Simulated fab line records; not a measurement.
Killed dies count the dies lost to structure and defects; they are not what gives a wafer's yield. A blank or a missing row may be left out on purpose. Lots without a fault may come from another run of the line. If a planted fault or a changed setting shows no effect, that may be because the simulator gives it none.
One fault through the eyes of 2 desks	flow ritCmos	each desk has only its own numbers; what lay behind them comes last

AT THE METROLOGY DESK
Means of the sampled wafers that have a number, per lot and without regard to the tool the lot ran on: this is what the gauges read. A lot is out of limits, marked OUT, if its mean lies more than 4 standard deviations from the usual mean; the brackets give that distance.
Columns: A = ACTIVE_NITRIDE_THK at RIT_ACTIVE_THK_MEAS_04, usual 150.3 nm; B = cdNm at RIT_M1_CD_MEAS_90, usual 2599.1 nm
lot	first seen here	A	B
L264	day 1 13:33	151.9	2600.1
L265	day 1 19:25	150.7	2599.3
L266	day 1 23:43	148.1	2597.1
L268	day 2 12:49	152.0	2599.2
L269	day 2 14:52	149.0	2604.3
L272	day 3 05:32	152.4	2596.4
L274	day 3 15:32	152.2	2597.0
L275	day 3 21:35	149.9	2596.4
L276	day 4 02:26	150.5	2599.0
L277	day 4 06:32	151.9	2597.6
L280	day 4 21:57	148.7	2599.2
L282	day 5 07:59	149.8	2605.6
L285	day 5 23:34	150.6	2604.8
L287	day 6 09:24	150.7	2600.4
Result from this desk: across the 14 lots, nothing is out of limits.

TOOL OWNER'S DESK, rieMetal-01
The tool's own readings at RIT_M1_METAL_ETCH_12 (etches Al in Cl2/BCl3, stops on SiO2, time 165 s, target depth 600 nm): means of the sampled wafers that have a number, for each lot that ran on this tool. A lot is out of limits, marked OUT, if its mean lies more than 4 standard deviations from the usual mean; the brackets give that distance.
Columns: A = drypumpMotorCurrentA at RIT_M1_METAL_ETCH_12, usual 5.5 A; B = oesProductAu at RIT_M1_METAL_ETCH_12, usual 0.792 a.u.; C = runLengthS at RIT_M1_METAL_ETCH_12, usual 193.4 s; D = throttleValvePct at RIT_M1_METAL_ETCH_12, usual 8.22 %
lot	first seen here	A	B	C	D
L265	day 3 13:40	5.4	0.795	193.5	8.32
L268	day 4 08:43	5.4	0.784	193.4	8.32
L274	day 5 13:50	5.4	0.786	193.5	8.32
L277	day 6 04:10	5.2	0.791	193.2	8.19
L280	day 6 17:17	5.5	0.789	193.8	8.47
L282	day 7 09:19	5.2	0.933 (+10) OUT	149.3 (-74) OUT	8.16
L285	day 7 21:41	5.2	0.927 (+9.6) OUT	149.1 (-74) OUT	8.17
This desk's finding: out of limits on L282, L285; first on L282, day 7 09:19 (oesProductAu at RIT_M1_METAL_ETCH_12). L265, L268, L274, L277, L280 stayed within limits.

PUT TOGETHER
The tool owner's desk had the chance to raise an alarm at day 7 09:19 on L282, L285.
The metrology desk saw nothing out of limits.
The metrology desk holds a record of L282, L285, inside its limits.
RIT_M1_METAL_ETCH_12 was run on rieMetal-01 by each of the lots named.

WHAT THE SIMULATOR HAD INSERTED
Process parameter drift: rieMetal-01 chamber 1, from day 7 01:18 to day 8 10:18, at RIT_M1_METAL_ETCH_12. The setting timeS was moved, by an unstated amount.
Struck lots among those shown: L282, L285.
Time in hours from fault onset to the first out-of-limits reading at each desk: the tool owner's desk, 8.
